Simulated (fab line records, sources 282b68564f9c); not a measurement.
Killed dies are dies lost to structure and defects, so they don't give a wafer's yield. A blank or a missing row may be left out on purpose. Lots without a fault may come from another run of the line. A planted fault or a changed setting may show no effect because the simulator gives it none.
Which tool did it? | flow rit_cmos | 14 lots, 42 wafers sampled, at 3 steps of a route of 202

WHAT THE GAUGES READ, wafer by wafer
RIT_GATE_THK_MEAS_09.
lot  | measured    | on            | GATE_POLY_THK (nm)
L502 | day 3 13:37 | film_metro-03 | 247.6 249.5 251.2
L505 | day 4 00:13 | film_metro-03 | 501.2 500.3 501.5 501.0 500.5 501.4
L508 | day 4 16:44 | film_metro-02 | 501.6 505.0 503.0 501.6 505.3 503.4
L509 | day 4 16:45 | film_metro-03 | 249.3 249.6 251.7
L510 | day 4 23:21 | film_metro-02 | 250.2 253.9 253.8
L511 | day 5 05:44 | film_metro-04 | 254.8 251.6 252.7
L512 | day 5 08:36 | film_metro-04 | 247.5 249.1 250.2
L515 | day 5 23:07 | film_metro-03 | 247.8 248.5 247.9
L516 | day 6 01:46 | film_metro-02 | 247.1 247.5 249.2
L517 | day 6 12:16 | film_metro-04 | 250.9 252.2 253.7
L518 | day 6 16:11 | film_metro-04 | 251.2 251.3 253.1
L519 | day 7 02:34 | film_metro-02 | 252.9 251.2 252.6
L520 | day 7 07:43 | film_metro-02 | 253.1 253.4 252.7
L521 | day 7 15:05 | film_metro-03 | 249.9 251.5 250.5

RIT_PLDD_OVL_MEAS_06.
lot  | measured    | on         | PLDD_OVL (nm)
L502 | day 3 22:05 | overlay-02 | 2.1 1.4 1.1
L509 | day 4 23:49 | overlay-02 | -1.6 -1.2 2.0
L510 | day 5 06:41 | overlay-02 | -0.5 -1.8 -2.0
L511 | day 5 13:52 | overlay-01 | -2.2 0.2 1.3
L512 | day 5 15:57 | overlay-01 | -2.0 -0.3 -0.6
L515 | day 6 08:22 | overlay-02 | 0.5 1.8 -0.5
L516 | day 6 10:52 | overlay-02 | 0.9 0.5 0.4
L517 | day 6 19:45 | overlay-02 | -1.2 -0.7 -1.0
L518 | day 7 01:46 | overlay-01 | -0.9 -1.6 -0.5
L519 | day 7 12:16 | overlay-01 | -1.5 1.0 -1.0
L520 | day 7 18:12 | overlay-01 | -1.8 -0.1 0.0
L521 | day 8 03:11 | overlay-02 | 1.7 0.1 0.4

WHICH TOOL RAN EACH LOT (tool, then ch and the chambers of the sampled wafers, then the start)
lot  | RIT_GATE_CVD_08
L502 | lpcvd-01 ch 1, day 3 11:59
L505 | lpcvd-02 ch 0, day 3 20:34 and lpcvd-01 ch 0, day 3 22:31
L508 | lpcvd-01 ch 0, day 4 12:11 and lpcvd-02 ch 0, day 4 15:06
L509 | lpcvd-02 ch 0, day 4 15:06
L510 | lpcvd-02 ch 0, day 4 21:44
L511 | lpcvd-02 ch 1, day 5 04:06
L512 | lpcvd-02 ch 0, day 5 06:59
L515 | lpcvd-02 ch 1, day 5 21:29
L516 | lpcvd-01 ch 1, day 6 00:08
L517 | lpcvd-02 ch 1, day 6 10:38
L518 | lpcvd-02 ch 1, day 6 14:34
L519 | lpcvd-01 ch 0, day 7 00:56
L520 | lpcvd-01 ch 0, day 7 06:06
L521 | lpcvd-02 ch 0, day 7 13:28
- RIT_GATE_CVD_08: deposits poly-Si from SiH4, target thk 250 nm, time 2220 s.

WHAT THE TOOLS THEMSELVES READ (means of the sampled wafers that have a number; where no wafer has one, the mark that the record gives instead)
RIT_GATE_CVD_08.
lot  | tool              | zone_power_load_pct (%)
L502 | lpcvd-01          | 10.7
L505 | lpcvd-02/lpcvd-01 | 11.1
L508 | lpcvd-01/lpcvd-02 | 11.1
L509 | lpcvd-02          | 10.6
L510 | lpcvd-02          | 10.6
L511 | lpcvd-02          | 14.3
L512 | lpcvd-02          | 10.5
L515 | lpcvd-02          | 14.3
L516 | lpcvd-01          | 10.8
L517 | lpcvd-02          | 14.3
L518 | lpcvd-02          | 14.3
L519 | lpcvd-01          | 11.6
L520 | lpcvd-01          | 11.7
L521 | lpcvd-02          | 10.5

THE ANSWER, worked out from the rows above alone
Rule: what is usual is taken from the lots themselves. Put in order of their means at a reading, lots are off if they are a third of the lots or fewer, leave a main group of 4 or more, and stand apart from it by a gap of 3 or more times the standard deviation of the main group's means; of several such gaps the widest counts. A main group whose means are all the same, to the digits that the tables above print for the reading, isn't used. A lot without any number at a reading at which 4 lots or more have one is off too. The other lots that the step has rows for count as sound. The gauges are gone through in route order, then the tools' own readings, and for those a lot's mean is taken as printed above. The first step at which some lot is off is used, and at that step the reading that is off furthest; a lot without a number counts as furthest.
Off: L505, L508, at RIT_GATE_THK_MEAS_09 (GATE_POLY_THK). The main group: mean 250.9 nm, standard deviation 1.8.
A tool fits if, at a process step before that reading, it ran every lot that is off, and no sound lot after the first of them. The gauges at RIT_GATE_THK_MEAS_09 are tried like those tools. None of those tried fits.

WHAT THE SIMULATOR HAD PUT IN
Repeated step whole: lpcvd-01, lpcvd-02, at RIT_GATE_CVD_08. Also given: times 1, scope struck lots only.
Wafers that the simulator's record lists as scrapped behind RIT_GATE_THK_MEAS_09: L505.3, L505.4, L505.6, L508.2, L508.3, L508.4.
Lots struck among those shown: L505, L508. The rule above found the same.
